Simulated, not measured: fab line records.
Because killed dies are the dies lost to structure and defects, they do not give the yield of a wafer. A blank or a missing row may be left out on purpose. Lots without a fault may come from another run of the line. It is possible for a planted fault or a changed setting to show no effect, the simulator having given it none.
8D (eight disciplines) problem report, filled in by code | flow ritCmos | the parts of the form that need people (team, actions taken, sign-off) are left out

1. THE ISSUE
NSD_TW at RIT_NSD_TW_MEAS_10 reads a mean of 3284 on 6 wafers of 2 lots; wafers without a fault read 3105 with a standard deviation of 16. That is +11 standard deviations from the usual mean.
Seen first at day 6 04:22 on filmMetro-02, wafer L943.2. The record has a number at this step for 42 wafers belonging to 14 lots. The rule behind "out" and "out of limits": a value lying over 4 standard deviations away from the usual mean. The other wafers with a number count as sound.

2. WHAT IT IS AND WHAT IT IS NOT
question                    | is                         | is not
which readings at this step | NSD_TW                     | -
which lots                  | L943, L944                 | L929, L931, L932, L935, L936, L937, L938, L939, L941, L942, L945, L951
which wafers of those lots  | all that have a number     | -
read on which gauges        | filmMetro-01, filmMetro-02 | filmMetro-03
when                        | from day 6 04:22           | up to then (30 sound wafers); but 6 sound wafers of L945, L951 came after

3. WHAT RULES OUT EACH SUSPECT
Counting: a tool at any process step up to the reading remains a suspect when it ran all the lots that are out and ran no sound lot after the first of those.
- the gauge at RIT_NSD_TW_MEAS_10: ruled out. The wafers that are out were read on 2 gauges (filmMetro-01, filmMetro-02).
- plasmaAsher-04 at RIT_NLDD_STRIP_09 (strips in O2, time 180 s): ruled out as a lasting fault. Following L943 (day 5 22:42), the first lot on it that is out, the sound lots L951 were run on it.
- lithoTrack-03 at RIT_PLDD_COAT_01 (resist thk 1000 nm): kept. It ran every lot that is out, first L943 (day 5 23:07), and no sound lot after that; its last sound lot up to then is L936 (day 4 11:52).
The count leaves lithoTrack-03 at RIT_PLDD_COAT_01.

4. THE CAUSE (what the simulator had put in)
Beginning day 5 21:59, the whole step at RIT_PLDD_COAT_01 was skipped on lithoTrack-03. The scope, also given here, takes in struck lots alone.
The count eliminated every tool but this one.

5. SEQUENCE OF EFFECTS, ordered by route
One row per reading whose mean, taken over the struck wafers that have a number, lies over 3 standard deviations from the usual. Only readings for which the record gives a usual standard deviation are gone through. hours: the time from each lot's start at the first step in this table that gives one to its start at this step, as a median over the lots. sigmas: the change in usual standard deviations.
hours | step               | reading | usual | on struck wafers | change | sigmas
0     | RIT_NSD_TW_MEAS_10 | NSD_TW  | 3105  | 3284             | +178   | +11
Readings that are blank on the struck wafers while sound wafers have them: chillPlateTempC at RIT_PLDD_COAT_01; dispensePressureKPa at RIT_PLDD_COAT_01; PLDD_OVL at RIT_PLDD_OVL_MEAS_06.

6. HOW IT WOULD HAVE BEEN CAUGHT EARLIER
6 hours passed between the start of the fault at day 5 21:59 and the first reading out of limits at a measuring or inspecting step in this record, taken at day 6 04:22.
Between RIT_PLDD_COAT_01 and RIT_NSD_TW_MEAS_10, RIT_PLDD_OVL_MEAS_06 gave no PLDD_OVL on the struck wafers, where sound wafers have one: a measuring or inspecting step that comes back empty is itself a sign.
At RIT_PLDD_COAT_01 the tool's readings are blank on the struck wafers, where sound wafers have them: an empty tool record is the first sign, and it was there at once.
Of the lots that are out (2), L944 began RIT_PLDD_COAT_01 on lithoTrack-03 after day 6 04:22. A hold on the tool at that time would have spared it.
